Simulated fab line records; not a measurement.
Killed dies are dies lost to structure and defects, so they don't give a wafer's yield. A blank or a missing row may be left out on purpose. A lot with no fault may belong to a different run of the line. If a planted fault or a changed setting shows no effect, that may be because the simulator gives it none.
A lot that was struck, set against a sound lot | flow berkeley-cmos170 | 15 out of 331 route steps
Sound: the wafers L543.2, L543.3, L543.4. Wafers L563.2, L563.4, L563.5 were the ones struck. The cause comes at the end.
Each step with rows lists, per side, the tool, then ch with its chambers, then its first start. Under that, the readings that differ: sound wafers | struck wafers | difference of the means | sigmas: that difference in standard deviations of wafers without a fault.
alike: readings with means less than 2 such deviations apart, plus words and numbers identical on both sides. not compared: withheld readings, readings lacking a value on some wafer, bounds such as >300 that could conceal the same value, and numbers that have no deviation in the record and whose values overlap.
The two part at a step that has a row with sigmas, a row that says differs or no value, or rows on one side only. Non-overlapping numbers with no deviation appear without sigmas and do not part them. A reading missing from all wafers of one side parts the sides only when that side holds two or more wafers.

first, 3 steps without rows for these wafers: UCB170_PVT_EXPOSE_03 (exposes mask NWELL, target cd 3000 nm); UCB170_PVT_PEB_04; UCB170_PVT_DEVELOP_05 (develop time 45 s).
UCB170_PVT_OVL_MEAS_06:
  sound on overlay-02 at day 5 20:31; struck on overlay-02 at day 9 17:57
  alike: PVT_OVL
then, 1 step without rows for these wafers: UCB170_PVT_IMPLANT_07.
UCB170_PVT_STRIP_08: strips in O2.
  sound on plasma-asher-02 ch 0,1, day 5 20:41; struck on plasma-asher-04 ch 1, day 9 18:08
  alike: chamber-pressure-mTorr, drypump-motor-current-A, oes-product-au, strip-time-to-endpoint-s
  not compared: rf-hours-counter-h
UCB170_PVT_TW_MEAS_09:
  sound on film-metro-02 at day 5 20:48; struck on film-metro-01 at day 9 18:14
  alike: PVT_TW
then, 1 step without rows for these wafers: UCB170_GATE_WET_ETCH_00 (etches SiO2 in dHF, time 200 s).
UCB170_FIELD_THK_MEAS_91:
  sound on film-metro-01 at day 5 20:56; struck on film-metro-02 at day 9 18:22
  alike: FIELD_OXIDE_LEFT_2_THK
then, 1 step without rows for these wafers: UCB170_GATE_OXIDATION_01 (target thk 6.6 nm, ox time 1800 s).
UCB170_GATE_THK_MEAS_02:
  sound on film-metro-02 at day 6 02:05; struck on film-metro-01 at day 10 00:46
  alike: GATE_OXIDE_THK
then, 1 step without rows for these wafers: UCB170_GATE_ANNEAL_03 (time 1800 s).
UCB170_GATE_CVD_04: deposits poly-Si from SiH4, time 1440 s, target thk 214 nm.
  sound on lpcvd-01 ch 0, day 6 06:28; struck on lpcvd-01 ch 0, day 10 05:29
  reading                                  | sound             | struck            | difference | sigmas
  sih4-flow-sccm (sccm)                    | 120.8 120.2 120.6 | 60.4 60.4 60.5    | -60.1      | -99 or more
  model.poly-Si_of_GATE_CVD_04.thk-nm (nm) | 211.3 210.9 211.4 | 104.3 103.9 104.8 | -106.9     |
  alike: susceptor-temp-C, zone-power-centre-pct
UCB170_GATE_THK_MEAS_05:
  sound on film-metro-02 at day 6 07:52; struck on film-metro-03 at day 10 07:08
  reading            | sound             | struck            | difference | sigmas
  GATE_POLY_THK (nm) | 211.2 210.8 211.4 | 104.2 103.9 104.8 | -106.8     | -56
  not compared: hold
then, 1 step without rows for these wafers: UCB170_M3_PROBE_99.

WHERE THEY PART
Earliest at UCB170_GATE_CVD_04; latest, in this record, at UCB170_GATE_THK_MEAS_05.

WHY: the cause the simulator had injected
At UCB170_GATE_CVD_04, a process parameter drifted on lpcvd-01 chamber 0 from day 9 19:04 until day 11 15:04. Setting sih4-flow-sccm, moved by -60, from 120. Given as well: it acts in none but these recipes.
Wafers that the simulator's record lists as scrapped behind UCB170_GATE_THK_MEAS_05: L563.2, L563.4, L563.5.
